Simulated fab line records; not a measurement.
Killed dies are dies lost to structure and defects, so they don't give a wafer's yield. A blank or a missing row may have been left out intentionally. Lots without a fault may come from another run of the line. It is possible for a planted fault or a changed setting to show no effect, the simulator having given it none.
Shared-tool check + flow rit-cmos + Sample size 14 lots and 42 wafers

== REASON IT WAS OPENED ==
RIT_PLDD_OVL_MEAS_06, reading PLDD_OVL: flagged on 3 of 14 lots. Fault-free wafers read 0.5 nm, with a standard deviation of 1.3.
Rule: a lot gets a flag if all its wafers with a number sit over 4 standard deviations from that mean, or if no wafer of it has a number. As for the other lots, they are considered sound.

| lot  | measured    | on         | PLDD_OVL (nm), wafer by wafer | flag    |
|------|-------------|------------|-------------------------------|---------|
| L609 | day 2 18:58 | overlay-02 | -1.0 -2.3 -1.7                |         |
| L610 | day 3 01:24 | overlay-01 | 2.6 2.8 1.2                   |         |
| L611 | day 3 05:11 | overlay-01 | 0.7 0.6 0.3                   |         |
| L612 | day 3 09:31 | overlay-01 | 0.5 1.5 0.9                   |         |
| L613 | day 3 15:59 | overlay-02 | 0.2 -0.5 1.8                  |         |
| L614 | day 4 00:47 | overlay-01 | -0.6 1.0 1.2                  |         |
| L616 | day 4 07:47 | overlay-01 | 2.4 2.7 2.8                   |         |
| L617 | day 4 15:15 | overlay-02 | 0.6 -2.2 -0.8                 |         |
| L618 | day 4 17:17 | overlay-01 | 241.8 240.9 241.0             | FLAGGED |
| L619 | day 5 01:55 | overlay-01 | 241.2 241.7 242.2             | FLAGGED |
| L620 | day 5 07:36 | overlay-02 | 240.4 239.8 238.9             | FLAGGED |
| L629 | day 7 04:22 | overlay-02 | 0.0 2.1 1.3                   |         |
| L630 | day 7 06:55 | overlay-02 | 0.6 -0.9 -0.6                 |         |
| L632 | day 7 18:49 | overlay-01 | -1.2 -2.1 0.1                 |         |
The numbers of the flagged lots are 240.9 nm on average: +240.4 nm against the usual, or +99 or more standard deviations.

== WHICH TOOL EACH LOT WENT THROUGH ==
The record holds 1 process step before the reading, out of a route of 202 steps. Each cell gives the tool, then ch followed by the chambers the sampled wafers passed through, then the start.
| lot  | flag    | RIT_PLDD_EXPOSE_03                 |
|------|---------|------------------------------------|
| L609 |         | iline-stepper-01 ch 0, day 2 18:36 |
| L610 |         | iline-stepper-01 ch 0, day 3 01:01 |
| L611 |         | iline-stepper-01 ch 0, day 3 04:48 |
| L612 |         | iline-stepper-01 ch 0, day 3 09:03 |
| L613 |         | iline-stepper-01 ch 0, day 3 15:35 |
| L614 |         | iline-stepper-02 ch 0, day 4 00:23 |
| L616 |         | iline-stepper-01 ch 0, day 4 07:24 |
| L617 |         | iline-stepper-02 ch 0, day 4 14:51 |
| L618 | FLAGGED | iline-stepper-02 ch 0, day 4 16:53 |
| L619 | FLAGGED | iline-stepper-02 ch 0, day 5 01:31 |
| L620 | FLAGGED | iline-stepper-02 ch 0, day 5 07:12 |
| L629 |         | iline-stepper-01 ch 0, day 7 03:58 |
| L630 |         | iline-stepper-01 ch 0, day 7 06:31 |
| L632 |         | iline-stepper-01 ch 0, day 7 18:20 |
These steps, and what they do:
- RIT_PLDD_EXPOSE_03: exposes mask M8, target cd 40900 nm.
- RIT_PLDD_OVL_MEAS_06

== FLAGGED OVER TOTAL, TOOL BY TOOL (the gauges that took the reading come last) ==
| step                 | tool             | lots run | flagged | share of the flagged lots | sound lots run after its first flagged lot |
|----------------------|------------------|----------|---------|---------------------------|--------------------------------------------|
| RIT_PLDD_EXPOSE_03   | iline-stepper-01 | 9        | 0       | none                      | -                                          |
| RIT_PLDD_EXPOSE_03   | iline-stepper-02 | 5        | 3       | all                       | 0                                          |
| RIT_PLDD_OVL_MEAS_06 | overlay-01       | 8        | 2       | some                      | 1 (L632)                                   |
| RIT_PLDD_OVL_MEAS_06 | overlay-02       | 6        | 1       | some                      | 2 (L629,L630)                              |

== WHAT THE TABLE ALLOWS ==
All flagged lots share 1 row of the table, namely iline-stepper-02 at RIT_PLDD_EXPOSE_03.
- iline-stepper-02 at RIT_PLDD_EXPOSE_03: 3 of its 5 lots flagged. A fault beginning between L617 (day 4 14:51), its last sound lot, and L618 (day 4 16:53), its first flagged one, fits the data.
Left over: one tool, iline-stepper-02 at RIT_PLDD_EXPOSE_03.

== WHAT THE SIMULATOR PUT IN ==
Scanner matching overlay: iline-stepper-02, from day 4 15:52 on, at RIT_PLDD_EXPOSE_03. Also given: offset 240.
Lots struck among those shown: L618, L619, L620. The rule above found the same.
